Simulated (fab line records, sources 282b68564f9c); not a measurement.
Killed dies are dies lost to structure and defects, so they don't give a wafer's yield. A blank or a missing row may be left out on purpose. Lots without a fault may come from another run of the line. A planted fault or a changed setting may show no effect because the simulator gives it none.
Problem report in the 8D (eight disciplines) form, filled by code | flow rit_cmos | the parts of the form that need people (team, actions taken, sign-off) are left out

1. THE PROBLEM
M1_AL_RS at RIT_M1_RS_MEAS_01 reads a mean of 0.0800 ohm/sq on 2 wafers of 2 lots; wafers without a fault read 0.0731 ohm/sq with a standard deviation of 0.00081. That is +8.5 standard deviations from the usual mean.
The step: measures by four-point-probe.
First seen on wafer L826.1, day 5 22:36, on film_metro-04. The record holds 39 wafers of 13 lots with a number at this step. Rule for "out", or "out of limits": more than 4 standard deviations from the usual mean. The other wafers with a number count as sound.

2. WHAT IT IS AND WHAT IT IS NOT
question                    | is                           | is not
which readings at this step | M1_AL_RS                     | -
which lots                  | L826, L830                   | L814, L816, L817, L819, L820, L821, L823, L824, L825, L833, L837
which wafers of those lots  | L826.1, L830.1               | L826.3, L826.5, L830.2, L830.6
read on which gauges        | film_metro-03, film_metro-04 | film_metro-02
when                        | from day 5 22:36             | up to then (29 sound wafers); but 8 sound wafers of L830, L833, L837 came after

3. SUSPECTS, AND WHAT RULES EACH OUT
Counting: a tool at a process step up to the reading stays a suspect if it ran every lot that is out. Sound lots after the first of them don't rule it out here, since some wafers of a struck lot are sound.
- the gauge at RIT_M1_RS_MEAS_01: ruled out. The wafers that are out were read on 2 gauges (film_metro-03, film_metro-04).
- rtp_anneal-02 at RIT_SILICIDE_RTA_04 (time 10 s, ramp up 5 s, ramp down 5 s): kept. It ran every lot that is out, first L826 (day 5 19:40); its last sound lot up to then is L824 (day 5 10:23).
- rtp_anneal-01 at RIT_SILICIDE_RTA_06 (time 10 s, ramp up 5 s, ramp down 10 s): kept. It ran every lot that is out, first L826 (day 5 19:46); its last sound lot up to then is L824 (day 5 10:29).
- pvd_sputter-02 at RIT_M1_SPUTTER_00 (material Al, target thk 400 nm, time 500 s): kept. It ran every lot that is out, first L826 (day 5 22:18); its last sound lot up to then is L824 (day 5 12:54).
Left after counting: rtp_anneal-02 at RIT_SILICIDE_RTA_04, rtp_anneal-01 at RIT_SILICIDE_RTA_06, pvd_sputter-02 at RIT_M1_SPUTTER_00.

4. THE CAUSE (what the simulator had put in)
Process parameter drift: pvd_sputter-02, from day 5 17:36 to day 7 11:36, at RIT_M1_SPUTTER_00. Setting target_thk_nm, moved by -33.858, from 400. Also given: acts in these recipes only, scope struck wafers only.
Counting left 3 suspects, and this tool is among them.

5. THE CHAIN OF EFFECTS, in route order
Each row: a reading whose mean over the struck wafers that have a number lies more than 3 standard deviations from the usual. Only readings for which the record gives a usual standard deviation are gone through. hours: the time from each lot's start at the first step in this table that gives one to its start at this step, as a median over the lots. sigmas: the change in usual standard deviations.
hours | step                 | reading        | usual         | on struck wafers | change  | sigmas
0     | RIT_M1_RS_MEAS_01    | M1_AL_RS       | 0.0731 ohm/sq | 0.0800           | +0.0069 | +8.5
0     | RIT_M1_THK_MEAS_02   | M1_AL_THK      | 400 nm        | 368              | -32     | -7.0
2     | RIT_M1_METAL_ETCH_12 | oes_product_au | 0.779 a.u.    | 0.738            | -0.041  | -3.5
The process steps in it:
- RIT_M1_METAL_ETCH_12: etches Al in Cl2/BCl3, stops on SiO2, time 165 s, target depth 600 nm.

6. WHAT WOULD HAVE CAUGHT IT SOONER
In this record the first reading out of limits at a measuring or inspecting step was taken at day 5 22:36, 5 hours after the fault began at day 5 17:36.
Of the tool readings at RIT_M1_SPUTTER_00 for which the record gives a usual standard deviation, none was out on any struck wafer, so an alarm limit of 4 standard deviations on them would not have fired.
Of the lots that are out (2), L830 began RIT_M1_SPUTTER_00 on pvd_sputter-02 after day 5 22:36. A hold on the tool at that time would have spared it.
